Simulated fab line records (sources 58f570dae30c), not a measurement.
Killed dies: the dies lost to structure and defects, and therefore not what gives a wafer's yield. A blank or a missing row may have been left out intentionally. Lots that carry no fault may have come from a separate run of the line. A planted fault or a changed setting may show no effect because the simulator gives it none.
One fault through the eyes of 2 desks / flow berkeleyCmos170 / every desk sees just its own numbers, and what lay behind them comes last

TOOL OWNER'S DESK, lpcvd-01
The tool's own readings at UCB170_PWELL_CVD_05 (deposits Si3N4 from SiH2Cl2/NH3, target thk 220 nm, time 3300 s): means of the sampled wafers that have a number, for each lot that ran on this tool. If a lot's mean is further than 4 standard deviations from the usual mean, the lot is out of limits and carries the mark OUT (the distance appears in the brackets).
Columns: A = pressureMtorr at UCB170_PWELL_CVD_05, usual 199.9 mTorr; B = spikeTcCentreC at UCB170_PWELL_CVD_05, usual 802.6 C; C = spikeTcLoadC at UCB170_PWELL_CVD_05, usual 825.2 C; D = spikeTcSourceC at UCB170_PWELL_CVD_05, usual 821.6 C; E = susceptorTempC at UCB170_PWELL_CVD_05, usual 799.9 C; F = zonePowerLoadPct at UCB170_PWELL_CVD_05, usual 23.7 %
lot=L879; first seen here=day 2 19:05; A=199.9; B=801.8; C=826.2; D=820.1; E=800.2; F=24.7
lot=L883; first seen here=day 3 17:23; A=199.7; B=804.6; C=824.2; D=823.1; E=800.0; F=24.4
lot=L884; first seen here=day 4 03:40; A=200.0; B=803.3; C=823.2; D=824.3; E=799.9; F=24.7
lot=L885; first seen here=day 4 07:17; A=200.4; B=802.1; C=825.9; D=820.1; E=800.2; F=25.1
lot=L886; first seen here=day 4 10:36; A=200.2; B=803.2; C=826.0; D=819.8; E=799.8; F=24.9
lot=L887; first seen here=day 4 10:36; A=199.9; B=804.2; C=824.1; D=823.1; E=799.6; F=24.5
lot=L888; first seen here=day 4 17:52; A=199.7; B=802.1; C=825.4; D=821.0; E=800.1; F=24.9
lot=L889; first seen here=day 4 17:52; A=199.6; B=804.0; C=824.4; D=823.9; E=799.5; F=24.3
lot=L890; first seen here=day 5 05:37; A=200.1; B=801.4; C=826.0; D=820.6; E=799.9; F=25.0
lot=L891; first seen here=day 5 05:37; A=200.5; B=801.5; C=826.7; D=820.1; E=799.9; F=24.9
lot=L895; first seen here=day 6 07:57; A=199.7; B=761.9 (-29) OUT; C=779.9 (-32) OUT; D=780.7 (-20) OUT; E=757.2 (-99 or more) OUT; F=22.1
lot=L898; first seen here=day 7 02:17; A=199.5; B=761.3 (-30) OUT; C=781.1 (-32) OUT; D=780.6 (-21) OUT; E=757.5 (-99 or more) OUT; F=22.1
lot=L899; first seen here=day 7 02:17; A=200.3; B=759.2 (-31) OUT; C=782.5 (-31) OUT; D=777.2 (-22) OUT; E=757.4 (-99 or more) OUT; F=22.5
This desk finds L895, L898, L899 out of limits, L895 being first, at day 6 07:57 (spikeTcCentreC at UCB170_PWELL_CVD_05). Within limits: L879, L883, L884, L885, L886, L887, L888, L889, L890, L891.

AT THE METROLOGY DESK
Lot by lot, what the gauges showed, no matter which tool ran the lot: averages of those sampled wafers that carry a number. If a lot's mean is further than 4 standard deviations from the usual mean, the lot is out of limits and carries the mark OUT (the distance appears in the brackets).
Columns: A = PWELL_NITRIDE_THK at UCB170_PWELL_THK_MEAS_06, usual 220.3 nm; B = cdNm at UCB170_M1_CD_MEAS_09, usual 700.8 nm
lot=L879; first seen here=day 2 21:01; A=220.9; B=701.2
lot=L881; first seen here=day 3 11:45; A=222.0; B=700.8
lot=L883; first seen here=day 3 19:20; A=221.2; B=700.3
lot=L884; first seen here=day 4 05:35; A=221.1; B=702.5
lot=L885; first seen here=day 4 09:13; A=223.7; B=701.9
lot=L887; first seen here=day 4 12:31; A=219.6; B=700.1
lot=L886; first seen here=day 4 12:31; A=219.9; B=699.5
lot=L888; first seen here=day 4 19:47; A=220.0; B=701.9
lot=L889; first seen here=day 4 19:47; A=220.8; B=700.7
lot=L890; first seen here=day 5 07:32; A=218.8; B=704.6
lot=L891; first seen here=day 5 07:34; A=221.4; B=697.3
lot=L892; first seen here=day 5 13:47; A=217.2; B=701.2
lot=L895; first seen here=day 6 09:52; A=100.3 (-60) OUT; B=702.4
lot=L898; first seen here=day 7 04:13; A=98.5 (-61) OUT; B=702.8
lot=L899; first seen here=day 7 04:14; A=97.7 (-61) OUT; B=699.5
This desk's result: L895, L898, L899 out of limits, first on L895 (PWELL_NITRIDE_THK at UCB170_PWELL_THK_MEAS_06), day 6 09:52. Within limits: L879, L881, L883, L884, L885, L887, L886, L888, L889, L890, L891, L892.

ALL TOGETHER
The tool owner's desk could have raised an alarm at day 6 07:57, on L895, L898, L899.
At day 6 09:52 the metrology desk could have sounded an alarm, on L895, L898, L899.
UCB170_PWELL_CVD_05 was run on lpcvd-01 by each of the lots named.

WHAT THE SIMULATOR HAD INSERTED
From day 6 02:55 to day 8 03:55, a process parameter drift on lpcvd-01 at UCB170_PWELL_CVD_05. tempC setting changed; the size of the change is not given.
Struck lots among those shown: L895, L898, L899.
Hours from the fault's start to each desk's first reading out of limits: the tool owner's desk, 5; the metrology desk, 7.
